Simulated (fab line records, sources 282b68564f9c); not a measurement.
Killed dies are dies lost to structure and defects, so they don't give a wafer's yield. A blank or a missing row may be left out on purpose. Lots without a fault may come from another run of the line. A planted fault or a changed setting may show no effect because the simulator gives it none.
A struck lot beside a sound one | flow rit_cmos | 34 steps out of a route of 202
Sound: wafers L479.3, L479.5, L479.6. Struck: wafers L489.1, L489.2, L489.3. The cause comes at the end.
At each step with rows: each side's tool, then ch and its chambers, then its first start. Under that, the readings that differ: sound wafers | struck wafers | difference of the means | sigmas: that difference in standard deviations of wafers without a fault.
alike: readings whose means differ by less than 2 such deviations, and words and numbers that are the same on both sides. not compared: withheld readings, readings that some wafer has no value for, bounds like >300 that may hide the same value, and numbers for which the record gives no deviation and whose values overlap.
The two part at a step that has a row with sigmas, a row that says differs or no value, or rows on one side only. Numbers that don't overlap but have no deviation are shown without sigmas and don't part them. A reading that every wafer of one side lacks parts them only if that side has two wafers or more.

first, 2 steps without rows for these wafers: RIT_SPACER_CLEAN_02 (cleans in SC2, time 600 s); RIT_SPACER_CVD_03 (deposits Si3N4 from SiH2Cl2/NH3, target thk 250 nm, time 3300 s).
RIT_SPACER_THK_MEAS_04:
  sound on film_metro-04, day 3 03:11; struck on film_metro-04, day 5 12:09
  alike: SPACER_NITRIDE_THK
RIT_SPACER_ETCHBACK_05: etches Si3N4 in SF6/CHF3, stops on SiO2, target depth 250 nm, time 240 s.
  sound on rie_diel-04 ch 0,1,3, day 3 03:13; struck on rie_diel-03 ch 1,2,3, day 5 12:13
  alike: drypump_motor_current_A, oes_product_au, throttle_valve_pct
  not compared: rf_hours_counter_h
then, 6 steps without rows for these wafers: RIT_NSD_HMDS_00 (prime time 60 s); RIT_NSD_COAT_01 (resist thk 1000 nm); RIT_NSD_SOFTBAKE_02 (time 60 s); RIT_NSD_EXPOSE_03 (exposes mask M9, target cd 40700 nm); RIT_NSD_PEB_04; RIT_NSD_DEVELOP_05 (develop time 50 s).
RIT_NSD_OVL_MEAS_06:
  sound on overlay-02, day 3 04:14; struck on overlay-01, day 5 13:13
  alike: NSD_OVL
then, 1 step without rows for these wafers: RIT_NSD_HARDBAKE_07 (time 60 s).
RIT_NSD_IMPLANT_08:
  sound on implanter-03 ch 0, day 3 04:28; struck on implanter-03 ch 0, day 5 13:23
  reading            | sound             | struck               | difference | sigmas
  tilt_deg (degrees) | 7.006 7.017 6.995 | -0.015 -0.014 -0.002 | -7.016     | -99 or more
  alike: faraday_current_uA
RIT_NSD_STRIP_09: strips in O2, time 180 s.
  sound on plasma_asher-01 ch 0,1, day 3 04:37; struck on plasma_asher-03 ch 0,1, day 5 13:32
  alike: drypump_motor_current_A
  not compared: rf_hours_counter_h
RIT_NSD_TW_MEAS_10:
  sound on film_metro-02, day 3 04:45; struck on film_metro-02, day 5 13:43
  reading | sound          | struck         | difference | sigmas
  NSD_TW  | 3075 3093 3088 | 2845 2841 2848 | -241       | -16
then, 6 steps without rows for these wafers: RIT_PSD_HMDS_00 (prime time 60 s); RIT_PSD_COAT_01 (resist thk 1000 nm); RIT_PSD_SOFTBAKE_02 (time 60 s); RIT_PSD_EXPOSE_03 (exposes mask M10, target cd 40900 nm); RIT_PSD_PEB_04; RIT_PSD_DEVELOP_05 (develop time 50 s).
RIT_PSD_OVL_MEAS_06:
  sound on overlay-01, day 3 05:40; struck on overlay-02, day 5 14:47
  alike: PSD_OVL
then, 2 steps without rows for these wafers: RIT_PSD_HARDBAKE_07 (time 60 s); RIT_PSD_IMPLANT_08.
RIT_PSD_STRIP_09: strips in O2, time 180 s.
  sound on plasma_asher-01 ch 0,1, day 3 06:02; struck on plasma_asher-04 ch 0,1, day 5 15:07
  alike: drypump_motor_current_A
  not compared: rf_hours_counter_h
RIT_PSD_TW_MEAS_10:
  sound on film_metro-02, day 3 06:11; struck on film_metro-02, day 5 15:17
  alike: PSD_TW
then, 3 steps without rows for these wafers: RIT_SDANNEAL_CLEAN_00 (cleans in SC1, time 600 s); RIT_SDANNEAL_CLEAN_01 (cleans in dHF, time 30 s); RIT_SDANNEAL_CLEAN_02 (cleans in SC2, time 600 s).
RIT_SDANNEAL_RTA_03: time 5 s.
  sound on rtp_anneal-02 ch 0, day 3 06:36; struck on rtp_anneal-01 ch 0, day 5 15:43
  alike: wafer_temp_C_max
RIT_SDANNEAL_RS_MEAS_04: measures by four-point-probe.
  sound on film_metro-04, day 3 06:41; struck on film_metro-02, day 5 15:46
  alike: PSD_RS
RIT_SDANNEAL_RS_MEAS_05: measures by four-point-probe.
  sound on film_metro-04, day 3 06:48; struck on film_metro-02, day 5 15:53
  reading         | sound             | struck            | difference | sigmas
  NSD_RS (ohm/sq) | 85.29 85.08 85.29 | 80.57 80.75 80.32 | -4.67      | -17
RIT_SDANNEAL_RS_MEAS_06: measures by four-point-probe.
  sound on film_metro-04, day 3 06:55; struck on film_metro-02, day 5 16:01
  reading          | sound             | struck            | difference | sigmas
  PLDD_RS (ohm/sq) | 178.7 178.8 178.4 | 177.4 177.5 177.5 | -1.2       | -2
RIT_M1_PROBE_99:
  sound on prober-01, day 3 14:38; struck on prober-02, day 5 23:24
  reading                                   | sound                | struck              | difference | sigmas
  model.etest.pwell_pinched.rs_ohm_sq       | 450.4 460.5 454.5    | 538.7 536.1 541     | +83.5      |
  model.etest.contact_nplus.end_ohm_um      | 42.19 40.72 43.46    | 44.45 43.73 45.33   | +2.38      |
  model.etest.diode_nplus_pwell.bv_v (V)    | 5.952 5.968 5.949    | 7.925 7.896 7.957   | +1.970     |
  model.etest.diode_nplus_pwell.cj_ff_um2   | 2.065 2.062 2.07     | 1.565 1.56 1.559    | -0.504     |
  model.etest.nmos_0p3.bv_v (V)             | 5.499 5.498 5.519    | 5.852 5.877 5.924   | +0.379     |
  model.etest.nmos_0p15.bv_v (V)            | 5.499 5.498 5.519    | 5.819 5.742 5.767   | +0.271     |
  model.etest.nmos_0p15.junction_log10_a_um | -13.66 -13.53 -13.57 | -13.91 -13.9 -13.79 | -0.28      |
  alike: killed_at_contacts, killed_at_front_end, killed_dies, killed_open, killed_short
  not compared: model.etest.diode_nplus_comb.leak_log10_a_cm2

WHERE THEY PART
First at RIT_NSD_IMPLANT_08; last, within this record, at RIT_SDANNEAL_RS_MEAS_06. Later steps at which nothing parts them and some readings are alike: RIT_M1_PROBE_99.

WHY: what the simulator had put in
Process parameter drift: implanter-03, from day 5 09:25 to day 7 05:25, at RIT_NSD_IMPLANT_08. Setting tilt_deg, moved by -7, from 7. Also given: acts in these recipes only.
